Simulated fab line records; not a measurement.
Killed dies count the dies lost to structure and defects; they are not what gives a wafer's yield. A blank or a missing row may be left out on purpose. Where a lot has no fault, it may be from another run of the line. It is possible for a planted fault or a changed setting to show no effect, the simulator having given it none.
fab line records -- flow rit-cmos
record: lots: 6, wafers: 18, last-day: 7
route steps=202 shown NWELL@35 PWELL@39 M1@202
lots that met no fault: from a run of the same line without faults
start-h: hours from the record's opening day to when the first of the lot's shown wafers began -- wait-h: hours from the lot's prior step to this one -- " the same as in the row above -- L1.1+2: one row covering several wafers at once -- - no value present, or no start provided -- * or withheld: withheld -- < > ~ a bound
route shown NAME@n: a module of which the file shows steps, and the number in the route of the first -- usual: mean and standard deviation over wafers with no fault -- same: alike in all rows -- chamber/n: place in a boat -- sites: readings site by site -- _std_site: their standard deviation -- _edge_site: mean of outer sites minus mean of inner sites -- radius-mm: for every site, how far away it sits from the centre of the wafer -- mask NAME#n: copy n -- behind: the tool/chamber that last shaped the wafer -- hold: the reason the lot was held/the length of the hold in hours/how it ended -- device: which transistor (n, p or np) failed to switch -- end of line: the same wafers' tests at the end of the route -- a step without rows: its recipe alone -- killed: the dies lost at the first sort to structure and to defects; this is not the yield of the wafer -- map: the dies of a wafer, with x for killed, . for not killed, _ for no die there
set.NAME: the setting as run; set.NAME@STEP: as run at that earlier step -- model.NAME: the simulator's own value behind a step, which no gauge read
lots seen at some steps along the route; tables by step, rows by wafer
services: from which hour (start-h, from the record's first day; less than 0 if before it) a tool's chamber was out of use, for how many hours, and why
== steps ==
step: RIT_NWELL_HARDBAKE_07
recipe: resist: NOVOLAK, temp-c: 140, time-s: 120
step: RIT_NWELL_IMPLANT_08
recipe: species: P, energy-kev: 170, dose-cm2: 5e+13, tilt-deg: 7
step: RIT_NWELL_STRIP_09
recipe: chemistry: O2, time-s: 180, resist: NOVOLAK, platen-temp-c: withheld, power-w: 500, pressure-mtorr: 4000, o2-flow-sccm: 4000
usual: drypump-motor-current-A: 6.0/0.59
lot.wafer,tool,chamber,start-h,wait-h,drypump-motor-current-A,rf-hours-counter-h
L156.1,plasma-asher-01,1,37.07,0.1,6.0,37
L156.4,plasma-asher-01,0,37.07,0.1,6.1,-
L156.6,plasma-asher-01,0,37.07,0.1,6.1,-
L158.2,plasma-asher-01,0,47.25,0.1,6.1,38
L158.4,plasma-asher-01,1,47.25,0.1,6.0,-
L158.5,plasma-asher-01,1,47.25,0.1,6.0,-
L170.2,plasma-asher-04,0,106.06,0.1,5.9,30
L170.4,plasma-asher-04,1,106.06,0.1,6.6,-
L170.6,plasma-asher-04,1,106.06,0.1,6.6,-
L171.2,plasma-asher-01,1,110.62,0.1,6.1,46
L171.4,plasma-asher-01,1,110.62,0.1,6.0,-
L171.5,plasma-asher-01,1,110.62,0.1,6.0,-
L174.1,plasma-asher-04,1,126.43,0.1,6.6,33
L174.2,plasma-asher-04,0,126.43,0.1,5.9,33
L174.3,plasma-asher-04,0,126.43,0.1,5.9,-
L175.1,plasma-asher-02,1,130.58,0.1,5.0,45
L175.2,plasma-asher-02,0,130.58,0.1,6.8,45
L175.3,plasma-asher-02,1,130.58,0.1,4.9,-
step: RIT_NWELL_TW_MEAS_10
usual: NWELL_TW: 2144/20
lot.wafer,tool,chamber,start-h,wait-h,NWELL_TW
L156.1,film-metro-01,-,37.25,0.1,2167
L156.4,film-metro-01,-,37.25,0.1,2166
L156.6,film-metro-01,-,37.25,0.1,2155
L158.2,film-metro-02,-,47.44,0.1,2123
L158.4,film-metro-02,-,47.44,0.1,2129
L158.5,film-metro-02,-,47.44,0.1,2123
L170.2,film-metro-04,-,106.24,0.1,2149
L170.4,film-metro-04,-,106.24,0.1,2145
L170.6,film-metro-04,-,106.24,0.1,2143
L171.2,film-metro-01,-,110.80,0.1,2172
L171.4,film-metro-01,-,110.80,0.1,2165
L171.5,film-metro-01,-,110.80,0.1,2167
L174.1,film-metro-02,-,126.61,0.1,2132
L174.2,film-metro-02,-,126.61,0.1,2144
L174.3,film-metro-02,-,126.61,0.1,2130
L175.1,film-metro-02,-,130.75,0.1,2142
L175.2,film-metro-02,-,130.75,0.1,2140
L175.3,film-metro-02,-,130.75,0.1,2133
step: RIT_PWELL_HMDS_00
recipe: prime-time-s: 60, prime-temp-c: 140
step: RIT_PWELL_COAT_01
recipe: resist: NOVOLAK, spin-rpm: 2000, resist-thk-nm: 1300
step: RIT_PWELL_SOFTBAKE_02
recipe: resist: NOVOLAK, temp-c: 90, time-s: 60
step: RIT_PWELL_EXPOSE_03
recipe: mask-id: M3, na: 0.57, target-cd-nm: 43700, dose-mj: 250
step: RIT_PWELL_PEB_04
recipe: resist: NOVOLAK, temp-c: withheld, time-s: withheld
step: RIT_PWELL_DEVELOP_05
recipe: resist: NOVOLAK, develop-time-s: 68, dev-temp-c: 23
step: RIT_PWELL_OVL_MEAS_06
usual: PWELL_OVL: -1.0/1.5
lot.wafer,tool,chamber,start-h,wait-h,PWELL_OVL[nm]
L156.1,overlay-02,-,38.19,-,-3.7
L156.4,overlay-02,-,38.19,-,-3.6
L156.6,overlay-02,-,38.19,-,-3.7
L158.2,overlay-01,-,48.63,-,0.6
L158.4,overlay-01,-,48.63,-,-0.8
L158.5,overlay-01,-,48.63,-,0.3
L170.2,overlay-02,-,107.30,-,-1.6
L170.4,overlay-02,-,107.30,-,-0.9
L170.6,overlay-02,-,107.30,-,-0.6
L171.2,overlay-01,-,111.74,-,-5.1
L171.4,overlay-01,-,111.74,-,-2.2
L171.5,overlay-01,-,111.74,-,-3.3
L174.1,overlay-02,-,127.67,-,-2.1
L174.2,overlay-02,-,127.67,-,-1.6
L174.3,overlay-02,-,127.67,-,-2.7
L175.1,overlay-02,-,131.82,-,-1.6
L175.2,overlay-02,-,131.82,-,-2.0
L175.3,overlay-02,-,131.82,-,-0.1
step: RIT_PWELL_HARDBAKE_07
recipe: resist: NOVOLAK, temp-c: 140, time-s: 120
step: RIT_PWELL_IMPLANT_08
recipe: species: B, energy-kev: 170, dose-cm2: 7e+13, tilt-deg: 7
usual: beam-on-s: 10.00/0.2, dose-ions-cm2: 6.999e+13/7e+10, faraday-current-uA: 222/4.3
lot.wafer,tool,chamber,start-h,wait-h,beam-on-s,dose-ions-cm2,faraday-current-uA
L156.1,implanter-03,0,38.47,0.2,10.12,7e+13,218
L156.4,implanter-03,0,38.47,0.2,10.09,7.004e+13,220
L156.6,implanter-03,0,38.47,0.2,10.07,6.99e+13,220
L158.2,implanter-03,0,48.99,0.2,9.90,7.004e+13,225
L158.4,implanter-03,0,48.99,0.2,10.18,6.995e+13,219
L158.5,implanter-03,0,48.99,0.2,9.92,6.995e+13,223
L170.2,implanter-03,0,107.61,0.2,10.15,4.499e+13,141
L170.4,implanter-03,0,107.61,0.2,9.92,4.494e+13,144
L170.6,implanter-03,0,107.61,0.2,9.79,4.484e+13,146
L171.2,implanter-01,0,112.09,0.2,9.71,6.998e+13,229
L171.4,implanter-01,0,112.09,0.2,10.11,7.004e+13,218
L171.5,implanter-01,0,112.09,0.2,9.88,6.984e+13,224
L174.1,implanter-03,0,127.96,0.2,10.08,4.507e+13,141
L174.2,implanter-03,0,127.96,0.2,9.83,4.491e+13,144
L174.3,implanter-03,0,127.96,0.2,9.96,4.498e+13,143
L175.1,implanter-04,0,132.22,0.2,10.16,6.997e+13,219
L175.2,implanter-04,0,132.22,0.2,10.07,7.003e+13,221
L175.3,implanter-04,0,132.22,0.2,9.95,6.998e+13,223
step: RIT_PWELL_STRIP_09
recipe: chemistry: O2, time-s: 180, resist: NOVOLAK, platen-temp-c: withheld, power-w: 500, pressure-mtorr: 4000, o2-flow-sccm: 4000
usual: drypump-motor-current-A: 6.11/0.27
lot.wafer,tool,chamber,start-h,wait-h,drypump-motor-current-A,rf-hours-counter-h
L156.1,plasma-asher-01,1,38.62,0.1,6.00,37
L156.4,plasma-asher-01,1,38.62,0.1,6.02,-
L156.6,plasma-asher-01,0,38.62,0.1,6.10,-
L158.2,plasma-asher-03,0,49.12,0.1,6.36,43
L158.4,plasma-asher-03,0,49.12,0.1,6.38,-
L158.5,plasma-asher-03,1,49.12,0.1,5.77,-
L170.2,plasma-asher-01,1,107.73,0.1,6.05,45
L170.4,plasma-asher-01,0,107.73,0.1,6.09,-
L170.6,plasma-asher-01,1,107.73,0.1,6.04,-
L171.2,plasma-asher-04,0,112.22,0.1,5.91,31
L171.4,plasma-asher-04,0,112.22,0.1,5.90,-
L171.5,plasma-asher-04,1,112.22,0.1,6.58,-
L174.1,plasma-asher-04,0,128.11,0.1,5.88,33
L174.2,plasma-asher-04,1,128.11,0.1,6.60,33
L174.3,plasma-asher-04,1,128.11,0.1,6.53,-
L175.1,plasma-asher-03,1,132.37,0.1,5.78,2
L175.2,plasma-asher-03,0,132.37,0.1,6.34,2
L175.3,plasma-asher-03,1,132.37,0.1,5.79,-
step: RIT_PWELL_TW_MEAS_10
usual: PWELL_TW: 957/8.5
lot.wafer,tool,chamber,start-h,wait-h,hold,PWELL_TW
L156.1,film-metro-04,-,38.80,0.1,-,966
L156.4,film-metro-04,-,38.80,0.1,-,963
L156.6,film-metro-04,-,38.80,0.1,-,968
L158.2,film-metro-04,-,49.30,0.1,-,964
L158.4,film-metro-04,-,49.30,0.1,-,966
L158.5,film-metro-04,-,49.30,0.1,-,961
L170.2,film-metro-02,-,107.92,0.1,await-dispo/0.2h/release,822
L170.4,film-metro-02,-,107.92,0.1,await-dispo/0.2h/release,821
L170.6,film-metro-02,-,107.92,0.1,await-dispo/0.2h/release,820
L170.2,film-metro-02,-,108.15,0.2,-,820
L170.4,film-metro-02,-,108.15,0.2,-,820
L170.6,film-metro-02,-,108.15,0.2,-,819
L171.2,film-metro-01,-,112.40,0.1,-,961
L171.4,film-metro-01,-,112.40,0.1,-,954
L171.5,film-metro-01,-,112.40,0.1,-,961
L174.1,film-metro-02,-,128.28,0.1,await-dispo/0.2h/release,823
L174.2,film-metro-02,-,128.28,0.1,await-dispo/0.2h/release,825
L174.3,film-metro-02,-,128.28,0.1,await-dispo/0.2h/release,820
L174.1,film-metro-02,-,128.51,0.2,-,827
L174.2,film-metro-02,-,128.51,0.2,-,822
L174.3,film-metro-02,-,128.51,0.2,-,819
L175.1,film-metro-04,-,132.54,0.1,-,954
L175.2,film-metro-04,-,132.54,0.1,-,955
L175.3,film-metro-04,-,132.54,0.1,-,953
step: RIT_WELLDRIVE_RS_MEAS_01
recipe: thk-meas-gauge: four-point-probe
usual: NWELL_RS: 275.5/0.82
lot.wafer,tool,chamber,start-h,wait-h,NWELL_RS[ohm/sq]
L156.1,film-metro-04,-,44.78,0.0,273.9
L156.4,film-metro-04,-,44.78,0.0,274.6
L156.6,film-metro-04,-,44.78,0.0,274.2
L158.2,film-metro-02,-,54.46,0.0,275.4
L158.4,film-metro-02,-,54.46,0.0,275.6
L158.5,film-metro-02,-,54.46,0.0,274.8
L171.2,film-metro-02,-,117.55,0.0,275.0
L171.4,film-metro-02,-,117.55,0.0,274.4
L171.5,film-metro-02,-,117.55,0.0,274.5
L170.2,film-metro-02,-,118.66,0.0,275.0
L170.4,film-metro-02,-,118.66,0.0,275.4
L170.6,film-metro-02,-,118.66,0.0,275.7
L174.1,film-metro-04,-,135.63,0.0,275.3
L174.2,film-metro-04,-,135.63,0.0,274.8
L174.3,film-metro-04,-,135.63,0.0,275.8
L175.1,film-metro-01,-,137.69,0.0,275.3
L175.2,film-metro-01,-,137.69,0.0,275.2
L175.3,film-metro-01,-,137.69,0.0,275.6
step: RIT_WELLDRIVE_RS_MEAS_02
recipe: thk-meas-gauge: four-point-probe
usual: PWELL_RS: 429.6/1.2
lot.wafer,tool,chamber,start-h,wait-h,hold,PWELL_RS[ohm/sq]
L156.1,film-metro-04,-,44.90,0.1,-,427.3
L156.4,film-metro-04,-,44.90,0.1,-,429.2
L156.6,film-metro-04,-,44.90,0.1,-,429.6
L158.2,film-metro-02,-,54.58,0.1,-,429.4
L158.4,film-metro-02,-,54.58,0.1,-,428.8
L158.5,film-metro-02,-,54.58,0.1,-,429.5
L171.2,film-metro-02,-,117.67,0.1,-,428.4
L171.4,film-metro-02,-,117.67,0.1,-,429.7
L171.5,film-metro-02,-,117.67,0.1,-,428.8
L170.2,film-metro-02,-,118.78,0.1,await-dispo/0.2h/release,571.3
L170.4,film-metro-02,-,118.78,0.1,await-dispo/0.2h/release,572.9
L170.6,film-metro-02,-,118.78,0.1,await-dispo/0.2h/release,572.0
L170.2,film-metro-02,-,119.14,0.3,-,572.0
L170.4,film-metro-02,-,119.14,0.3,-,572.8
L170.6,film-metro-02,-,119.14,0.3,-,572.7
L174.1,film-metro-04,-,135.75,0.1,await-dispo/0.2h/release,572.6
L174.2,film-metro-04,-,135.75,0.1,await-dispo/0.2h/release,573.1
L174.3,film-metro-04,-,135.75,0.1,await-dispo/0.2h/release,574.2
L174.1,film-metro-04,-,136.04,0.3,-,572.6
L174.2,film-metro-04,-,136.04,0.3,-,572.8
L174.3,film-metro-04,-,136.04,0.3,-,574.2
L175.1,film-metro-01,-,137.81,0.1,-,430.6
L175.2,film-metro-01,-,137.81,0.1,-,429.9
L175.3,film-metro-01,-,137.81,0.1,-,430.4
step: RIT_M1_PROBE_99
usual: defect-limited-yield: 97.5/1.1, killed-at-front-end: 6.5/3, killed-dies: 7/3, killed-open: 3.2/2, killed-short: 3.2/1.9, sort_bin_3_pad_short: 0.1/0.2, sort_bin_5_function: 1.4/0.81, sort_bin_6_memory: 1.0/0.67, sort-n-pass: 257/3, sort-yield-pct: 97.5/1.1
same: gross-dies: 264, killed_at_M0_to_M3: 0, killed_at_M4_up: 0, killed-at-back-side: 0, killed-at-contacts: 0, killed-at-other: 0
lot.wafer,tool,chamber,start-h,wait-h,defect-limited-yield[%],killed-at-front-end,killed-dies,killed-open,killed-short,sort_bin_3_pad_short[%],sort_bin_5_function[%],sort_bin_6_memory[%],sort-n-pass,sort-yield-pct[%]
L156.1,prober-02,-,75.49,0.1,98.5,4,4,1,3,0,1.1,0.4,260,98.5
L156.4,prober-02,-,75.64,0.2,98.9,3,3,2,1,0,0.4,0.8,261,98.9
L156.6,prober-02,-,75.74,0.2,97.3,7,7,3,4,0,1.9,0.8,257,97.3
L158.2,prober-02,-,82.96,0.1,98.5,4,4,1,3,0,0.8,0.8,260,98.5
L158.4,prober-02,-,83.06,0.2,97.7,6,6,2,4,0,0.4,1.9,258,97.7
L158.5,prober-02,-,83.11,0.2,98.1,5,5,2,3,0.4,1.1,0.4,259,98.1
L171.2,prober-01,-,146.88,0.1,94.3,15,15,9,5,0.4,3.8,1.5,249,94.3
L171.4,prober-01,-,146.98,0.2,98.1,5,5,4,1,0,1.1,0.8,259,98.1
L171.5,prober-01,-,147.03,0.2,98.1,5,5,2,3,0,0.4,1.5,259,98.1
L175.1,prober-01,-,167.38,0.1,97.0,8,8,4,3,0,1.1,1.9,256,97.0
L175.2,prober-01,-,167.43,0.1,95.5,12,12,5,6,0,3.4,1.1,252,95.5
L175.3,prober-01,-,167.48,0.2,97.7,6,6,2,4,0.4,1.5,0.4,258,97.7
killed by level:class
L156.1 GATE:geometric-particle:short=2 GATE:geometric-particle:open=1 REOX:geometric-particle:short=1
L156.4 GATE:geometric-particle:short=1 GATE:geometric-particle:open=1 SILICIDE:geometric-particle:open=1
L156.6 ACTIVE:geometric-particle:open=1 FOX1:geometric-particle:short=1 FOX1:geometric-particle:open=1 GATE:geometric-particle:short=1 REOX:geometric-particle:open=1 REOX:geometric-particle:short=1 SILICIDE:geometric-particle:short=1
L158.2 FOX2:geometric-particle:short=1 GATE:geometric-particle:open=1 GATE:geometric-particle:short=1 SILICIDE:geometric-particle:short=1
L158.4 GATE:geometric-particle:short=3 FOX1:geometric-particle:open=1 GATE:geometric-particle:open=1 REOX:geometric-particle:short=1
L158.5 GATE:geometric-particle:short=2 FOX1:geometric-particle:open=1 GATE:geometric-particle:open=1 SILICIDE:geometric-particle:short=1
L171.2 FOX1:geometric-particle:open=4 GATE:geometric-particle:open=3 FOX1:geometric-particle:short=2 GATE:geometric-particle:short=2 ACTIVE:geometric-particle:open=1 REOX:geometric-particle:short=1 SILICIDE:geometric-particle:open=1 NWELL:coat-microbubble-printed=1
L171.4 GATE:geometric-particle:open=3 FOX1:geometric-particle:open=1 FOX1:geometric-particle:short=1
L171.5 REOX:geometric-particle:short=2 GATE:geometric-particle:short=1 GATE:geometric-particle:open=1 REOX:geometric-particle:open=1
L175.1 GATE:geometric-particle:short=2 GATE:geometric-particle:open=2 FOX1:geometric-particle:open=1 FOX2:geometric-particle:short=1 SILICIDE:geometric-particle:open=1 ACTIVE:coat-microbubble-printed=1
L175.2 GATE:geometric-particle:short=4 GATE:geometric-particle:open=3 REOX:geometric-particle:short=2 FOX1:geometric-particle:open=1 SILICIDE:geometric-particle:open=1 ACTIVE:coat-microbubble-printed=1
L175.3 GATE:geometric-particle:open=2 FOX1:geometric-particle:short=1 FOX2:geometric-particle:short=1 GATE:geometric-particle:short=1 SPACER:geometric-particle:short=1
== services ==
tool,chamber,start-h,hours,kind
implanter-04,-,27.00,2.8,repair
implanter-04,-,37.16,0.6,repair
implanter-03,-,41.97,2.5,repair
implanter-04,-,47.88,2.1,pm
plasma-asher-02,-,50.39,3.1,repair
plasma-asher-04,-,78.37,17.6,repair
implanter-01,-,104.28,4.5,repair
implanter-04,-,106.25,1.9,repair
plasma-asher-03,-,108.75,9.0,pm
plasma-asher-03,0,108.75,9.0,vent-cycle
plasma-asher-03,1,108.75,9.0,vent-cycle
plasma-asher-02,-,111.69,0.8,repair
implanter-03,-,113.44,3.2,repair
implanter-01,-,115.99,44.0,pm
plasma-asher-03,0,117.75,-,clean
plasma-asher-03,1,117.75,-,clean
plasma-asher-01,-,122.12,4.2,pm
== key ==
first-sign: step: RIT_PWELL_IMPLANT_08, reading: dose-ions-cm2, direction: down, sigmas: 99+, usual: 6.999e+13, struck: 4.496e+13
effect: step: RIT_PWELL_IMPLANT_08, reading: faraday-current-uA, direction: down, sigmas: 18, usual: 222, struck: 143
effect: step: RIT_PWELL_TW_MEAS_10, reading: visit, direction: added
effect: step: RIT_PWELL_TW_MEAS_10, reading: PWELL_TW, direction: down, sigmas: 16, usual: 957, struck: 822
effect: step: RIT_WELLDRIVE_RS_MEAS_02, reading: visit, direction: added
effect: step: RIT_WELLDRIVE_RS_MEAS_02, reading: PWELL_RS, direction: up, sigmas: 99+, usual: 429.6, struck: 572.7
met-at RIT_PWELL_IMPLANT_08
struck-wafers L170.2,L170.4,L170.6,L174.1,L174.2,L174.3
scrapped-behind RIT_WELLDRIVE_RS_MEAS_02 L170.2,L170.4,L170.6,L174.1,L174.2,L174.3
onset-between 48.99 107.61
fault: kind: process-parameter-drift, tool: implanter-03, chamber: -, onset-h: 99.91, steps: RIT_PWELL_IMPLANT_08, channel: dose-cm2, offset: -2.5114e+13, shape: step, end-h: 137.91, acts-in: these-recipes-only, stated: 7e+13
